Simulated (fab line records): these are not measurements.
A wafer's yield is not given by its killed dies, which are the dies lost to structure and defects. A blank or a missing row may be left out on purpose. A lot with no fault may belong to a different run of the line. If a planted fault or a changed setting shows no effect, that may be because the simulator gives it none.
A lot that was struck, set against a sound lot | flow berkeley-cmos170 | 43 out of 331 route steps
Sound: the wafers L670.3, L670.5, L670.6. Wafers L679.2, L679.3, L679.6 were the ones struck. The cause comes at the end.
For every step that has rows: the tool of each side, followed by ch and its chambers, followed by its first start. Under that, the readings that differ: sound wafers | struck wafers | difference of the means | sigmas: that difference in standard deviations of wafers without a fault.
alike: readings whose means differ by less than 2 such deviations, and words and numbers that are the same on both sides. not compared: withheld readings, readings that some wafer has no value for, bounds like >300 that may hide the same value, and numbers for which the record gives no deviation and whose values overlap.
A row with sigmas, a row that says differs or no value, or rows on one side alone: a step with any of these is where the two part. Numbers that have no deviation but don't overlap get no sigmas and don't part them. Lack of a reading on every wafer of one side parts them only where that side has two or more wafers.

UCB170_GATE_STRIP_16: strips in O2.
  sound on plasma-asher-02 ch 0,1, day 7 12:38; struck on plasma-asher-04 ch 1, day 9 12:21
  alike: drypump-motor-current-A, oes-product-au
  not compared: rf-hours-counter-h
UCB170_GATE_CD_MEAS_90 targets a cd of 350 nm.
  sound on cd-sem-01, day 7 12:44; struck on cd-sem-01, day 9 12:28
  reading    | sound             | struck            | difference | sigmas
  cd-nm (nm) | 352.7 350.5 352.8 | 347.0 347.6 347.1 | -4.8       | -3
then, 7 steps without rows for these wafers: UCB170_GATE_CLEAN_17 (cleans in SPM, time 600 s); UCB170_PLDD_HMDS_00 (prime time 60 s); UCB170_PLDD_COAT_01 (resist thk 900 nm); UCB170_PLDD_SOFTBAKE_02 (time 60 s); UCB170_PLDD_EXPOSE_03 (exposes mask PSELECT, target cd 1200 nm); UCB170_PLDD_PEB_04; UCB170_PLDD_DEVELOP_05 (develop time 45 s).
UCB170_PLDD_CD_MEAS_06 targets a cd of 1200 nm.
  sound on cd-sem-02, day 7 14:17; struck on cd-sem-01, day 9 14:22
  alike: cd-nm
UCB170_PLDD_OVL_MEAS_07:
  sound on overlay-02, day 7 14:23; struck on overlay-01, day 9 14:29
  alike: PLDD_OVL
after that, 1 step had no rows for these wafers: UCB170_PLDD_IMPLANT_08.
UCB170_PLDD_IMPLANT_09:
  sound on implanter-01 ch 0, day 7 14:36; struck on implanter-03 ch 0, day 9 14:41
  reading            | sound                         | struck                        | difference | sigmas
  beam-on-s (s)      | 10.42 9.87 9.95               | 13.50 13.16 12.90             | +3.11      | +17
  dose-ions-cm2      | 5.008e+13 5.001e+13 5.005e+13 | 7.499e+13 7.497e+13 7.503e+13 | +2.495e+13 | +99 or more
  faraday-current-uA | 152.4 161.0 159.8             | 175.7 180.9 184.8             | +22.7      | +8
  alike: beam-energy-keV, end-station-pressure-torr
UCB170_PLDD_STRIP_10: strips in O2.
  sound on plasma-asher-04 ch 0,1, day 7 14:44; struck on plasma-asher-03 ch 0,1, day 9 14:49
  reading                      | sound             | struck            | difference | sigmas
  strip-time-to-endpoint-s (s) | 21.60 21.68 21.60 | 21.51 21.52 21.48 | -0.12      | -2
  alike: drypump-motor-current-A, oes-product-au
  not compared: rf-hours-counter-h
UCB170_PLDD_TW_MEAS_11:
  sound on film-metro-01, day 7 14:49; struck on film-metro-04, day 9 15:11
  reading | sound          | struck         | difference | sigmas
  PLDD_TW | 1018 1017 1012 | 1069 1062 1068 | +51        | +6
  not compared: hold
then, 6 steps without rows for these wafers: UCB170_NLDD_HMDS_00 (prime time 60 s); UCB170_NLDD_COAT_01 (resist thk 900 nm); UCB170_NLDD_SOFTBAKE_02 (time 60 s); UCB170_NLDD_EXPOSE_03 (exposes mask NSELECT, target cd 1200 nm); UCB170_NLDD_PEB_04; UCB170_NLDD_DEVELOP_05 (develop time 45 s).
UCB170_NLDD_CD_MEAS_06 targets a cd of 1200 nm.
  sound on cd-sem-02, day 7 16:10; struck on cd-sem-01, day 9 19:33
  alike: cd-nm
UCB170_NLDD_OVL_MEAS_07:
  sound on overlay-02, day 7 16:15; struck on overlay-02, day 9 19:39
  alike: NLDD_OVL
then, 2 steps without rows for these wafers: UCB170_NLDD_IMPLANT_08; UCB170_NLDD_IMPLANT_09.
UCB170_NLDD_STRIP_10: strips in O2.
  sound on plasma-asher-02 ch 0,1, day 7 16:37; struck on plasma-asher-03 ch 1, day 9 19:59
  alike: drypump-motor-current-A, oes-product-au, strip-time-to-endpoint-s
  not compared: rf-hours-counter-h
UCB170_NLDD_TW_MEAS_11:
  sound on film-metro-02, day 7 16:42; struck on film-metro-04, day 9 20:05
  reading | sound          | struck         | difference | sigmas
  NLDD_TW | 2236 2223 2233 | 2195 2188 2190 | -40        | -2
then, 1 step without rows for these wafers: UCB170_NLDD_CLEAN_12 (cleans in SPM, time 600 s).
UCB170_SPACER_CVD_00: deposits SiO2 from TEOS/O2, target thk 376 nm, time 47 s.
  sound on pecvd-01 ch 0,2, day 7 20:05; struck on pecvd-01 ch 0,2, day 9 20:20
  alike: heater-power-w, pressure-mtorr
UCB170_SPACER_THK_MEAS_01:
  sound on film-metro-04, day 7 20:08; struck on film-metro-01, day 9 20:23
  alike: SPACER_TEOS_THK
then, 1 step without rows for these wafers: UCB170_SPACER_ANNEAL_02 (time 1800 s).
UCB170_SPACER_ETCHBACK_03: etches SiO2 in CHF3/CF4/Ar, stops on Si, target depth 376 nm, time 100 s.
  sound on rie-diel-01 ch 0,1, day 7 23:37; struck on rie-diel-04 ch 0,1,3, day 9 22:02
  alike: drypump-motor-current-A, oes-product-au, throttle-valve-pct
  not compared: rf-hours-counter-h
then, 6 steps without rows for these wafers: UCB170_PSD_HMDS_00 (prime time 60 s); UCB170_PSD_COAT_01 (resist thk 900 nm); UCB170_PSD_SOFTBAKE_02 (time 60 s); UCB170_PSD_EXPOSE_03 (exposes mask PSELECT MOD, target cd 1200 nm); UCB170_PSD_PEB_04; UCB170_PSD_DEVELOP_05 (develop time 45 s).
UCB170_PSD_CD_MEAS_06 targets a cd of 1200 nm.
  sound on cd-sem-02, day 8 00:43; struck on cd-sem-01, day 9 23:52
  alike: cd-nm
UCB170_PSD_OVL_MEAS_07:
  sound on overlay-01, day 8 00:49; struck on overlay-01, day 9 23:58
  alike: PSD_OVL
after that, 1 step had no rows for these wafers: UCB170_PSD_IMPLANT_08.
UCB170_SDANNEAL_RS_MEAS_04: uses a four-point probe to measure.
  sound on film-metro-01, day 8 06:23; struck on film-metro-02, day 10 06:01
  reading          | sound          | struck      | difference | sigmas
  PLDD_RS (ohm/sq) | 1038 1037 1040 | 867 866 866 | -172       | -49
  not compared: hold
UCB170_M3_PROBE_99:
  the record has rows for the sound wafers here (prober-01, day 9 08:06) and none for the struck ones

== WHERE THEY PART ==
At UCB170_GATE_CD_MEAS_90 first; at UCB170_M3_PROBE_99 last (within this record only).

WHY: what had been put in by the simulator
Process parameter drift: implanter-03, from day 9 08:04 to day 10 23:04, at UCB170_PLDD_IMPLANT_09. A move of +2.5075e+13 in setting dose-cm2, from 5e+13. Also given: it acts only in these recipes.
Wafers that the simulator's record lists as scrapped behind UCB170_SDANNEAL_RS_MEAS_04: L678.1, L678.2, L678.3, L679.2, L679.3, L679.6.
